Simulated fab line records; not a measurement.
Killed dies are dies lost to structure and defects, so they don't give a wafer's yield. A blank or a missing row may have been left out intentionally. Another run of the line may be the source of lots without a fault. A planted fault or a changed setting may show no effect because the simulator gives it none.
The tool behind it: which one? -- flow berkeley-cmos170 -- Sampling: 14 lots, 42 wafers, 5 of 331 route steps

## WHAT EACH GAUGE READ, for each wafer
UCB170_NWELL_THK_MEAS_05. Usual: NWELL_NITRIDE_THK typically reads 223.0 nm, with standard deviation 2.
lot,measured,on,NWELL_NITRIDE_THK (nm),flag
L921,day 2 14:17,film-metro-04,226.0 225.3 223.8,
L922,day 2 20:32,film-metro-04,224.0 225.0 226.4,
L926,day 3 09:56,film-metro-03,225.0 225.3 223.9,
L927,day 3 20:23,film-metro-03,224.7 222.5 222.9,
L928,day 3 20:25,film-metro-04,220.2 220.0 222.2,
L929,day 4 03:20,film-metro-04,220.0 221.8 220.5,
L930,day 4 10:59,film-metro-04,221.6 219.3 220.4,
L931,day 4 10:59,film-metro-03,219.1 217.8 219.9,
L932,day 4 11:03,film-metro-04,222.1 221.9 221.5,
L933,day 5 00:12,film-metro-04,222.0 222.4 222.0,
L938,day 6 05:52,film-metro-04,224.1 221.7 222.3,
L941,day 6 14:18,film-metro-01,223.9 224.7 226.8,
L942,day 7 03:31,film-metro-01,224.3 223.6 225.3,
L944,day 7 08:12,film-metro-03,224.8 223.3 223.3,

UCB170_PWELL_TW_MEAS_17. Usual: PWELL_TW typically reads 380, with standard deviation 5.1.
lot,measured,on,PWELL_TW,flag
L921,day 3 08:00,film-metro-03,371 373 372,
L922,day 3 17:19,film-metro-02,387 384 384,
L926,day 4 05:51,film-metro-03,373 371 372,
L927,day 4 15:58,film-metro-04,379 381 380,
L928,day 4 15:45,film-metro-03,372 371 372,
L929,day 4 23:43,film-metro-02,382 386 384,
L930,day 5 10:07,film-metro-02,386 385 382,
L931,day 5 09:40,film-metro-02,386 382 384,
L932,day 5 09:53,film-metro-03,372 371 373,
L933,day 5 23:48,film-metro-02,386 381 384,
L938,day 7 07:50,film-metro-02,477 479 479,OFF
L941,day 7 08:21,film-metro-04,472 474 472,OFF
L942,day 8 02:28,film-metro-04,381 382 382,
L944,day 8 07:58,film-metro-02,381 384 383,

UCB170_SCREENOX_THK_MEAS_02. Usual: SCREENOX_OXIDE_THK typically reads 14.28 nm, with standard deviation 0.27.
lot,measured,on,SCREENOX_OXIDE_THK (nm),flag
L921,day 6 04:08,film-metro-01,14.45 14.32 13.95,
L922,day 6 14:03,film-metro-01,13.84 14.13 14.05,
L926,day 6 23:26,film-metro-03,14.55 14.54 14.62,
L927,day 7 14:35,film-metro-02,14.12 13.95 14.20,
L928,day 7 14:37,film-metro-01,14.01 14.16 14.13,
L929,day 7 14:35,film-metro-03,14.53 14.59 14.81,
L930,day 8 02:51,film-metro-01,14.13 14.31 14.14,
L931,day 8 02:52,film-metro-03,14.45 14.56 14.52,
L932,day 8 02:49,film-metro-03,14.40 14.24 14.10,
L933,day 8 11:19,film-metro-01,13.68 13.53 13.90,
L938,day 10 03:56,film-metro-01,14.11 13.73 14.04,
L941,day 10 03:55,film-metro-02,14.45 14.28 14.22,
L942,day 10 20:58,film-metro-01,14.50 14.42 14.78,
L944,day 10 20:58,film-metro-03,14.42 14.24 14.23,

UCB170_PVT_TW_MEAS_09. Usual: PVT_TW typically reads 510, with standard deviation 5.3.
lot,measured,on,PVT_TW,flag
L921,day 6 12:53,film-metro-04,512 508 513,
L922,day 7 02:36,film-metro-02,517 516 517,
L926,day 7 08:29,film-metro-04,512 510 513,
L927,day 8 00:12,film-metro-02,514 512 513,
L928,day 8 00:26,film-metro-02,513 515 515,
L929,day 8 00:07,film-metro-04,510 512 512,
L930,day 8 09:59,film-metro-02,513 511 512,
L931,day 8 13:37,film-metro-03,500 501 499,
L932,day 8 09:43,film-metro-02,513 513 512,
L933,day 8 19:13,film-metro-03,500 501 498,
L938,day 10 12:00,film-metro-02,514 513 511,
L941,day 10 12:04,film-metro-04,508 511 507,
L942,day 11 06:29,film-metro-02,512 513 515,
L944,day 11 07:02,film-metro-04,512 513 514,

## EACH LOT AND THE TOOL THAT RAN IT (in order: tool; ch and the chambers of the sampled wafers; start)
lot,UCB170_PWELL_IMPLANT_15
L921,"implanter-04 ch 0, day 3 07:45"
L922,"implanter-04 ch 0, day 3 17:06"
L926,"implanter-01 ch 0, day 4 05:36"
L927,"implanter-01 ch 0, day 4 15:43"
L928,"implanter-02 ch 0, day 4 15:33"
L929,"implanter-02 ch 0, day 4 23:28"
L930,"implanter-04 ch 0, day 5 09:52"
L931,"implanter-04 ch 0, day 5 09:25"
L932,"implanter-01 ch 0, day 5 09:40"
L933,"implanter-02 ch 0, day 5 23:34"
L938,"implanter-01 ch 0, day 7 07:16"
L941,"implanter-04 ch 0, day 7 07:47"
L942,"implanter-04 ch 0, day 8 02:13"
L944,"implanter-02 ch 0, day 8 07:39"
- UCB170_PWELL_IMPLANT_15

## AS READ BY THE TOOLS THEMSELVES (means over the sampled wafers that have a number; for cases with no such wafer, the mark the record gives instead)
UCB170_PWELL_IMPLANT_15. Usual: faraday-current-uA at 15.9, with a standard deviation of 0.32.
lot,tool,faraday-current-uA,flag
L921,implanter-04,15.8,
L922,implanter-04,15.8,
L926,implanter-01,15.7,
L927,implanter-01,15.9,
L928,implanter-02,15.8,
L929,implanter-02,16.3,
L930,implanter-04,15.5,
L931,implanter-04,16.0,
L932,implanter-01,16.2,
L933,implanter-02,16.0,
L938,implanter-01,15.9,
L941,implanter-04,15.7,
L942,implanter-04,16.1,
L944,implanter-02,16.2,

## THE ANSWER, worked out from the rows above alone
Rule: take the mean of a lot's wafers that have a number; if it is more than 3 standard deviations from the usual mean, the lot is off. Also off: a lot with no number at a reading for which 4 or more lots have one. Any other lot the step has rows for is counted as sound. The gauges are gone through in route order, then the tools' own readings, and for those a lot's mean is taken as printed above. At the first step where some lot is off, the reading lying furthest off is the one used; lots without a number count as furthest.
Off: L938, L941, seen at UCB170_PWELL_TW_MEAS_17 (PWELL_TW).
If a tool, at a process step before that reading, ran all the lots that are off and no sound lot after the first of them, it fits. The gauges at UCB170_PWELL_TW_MEAS_17 are tried like those tools. No candidate that was tried fits.

## WHAT HAD BEEN PUT IN BY THE SIMULATOR
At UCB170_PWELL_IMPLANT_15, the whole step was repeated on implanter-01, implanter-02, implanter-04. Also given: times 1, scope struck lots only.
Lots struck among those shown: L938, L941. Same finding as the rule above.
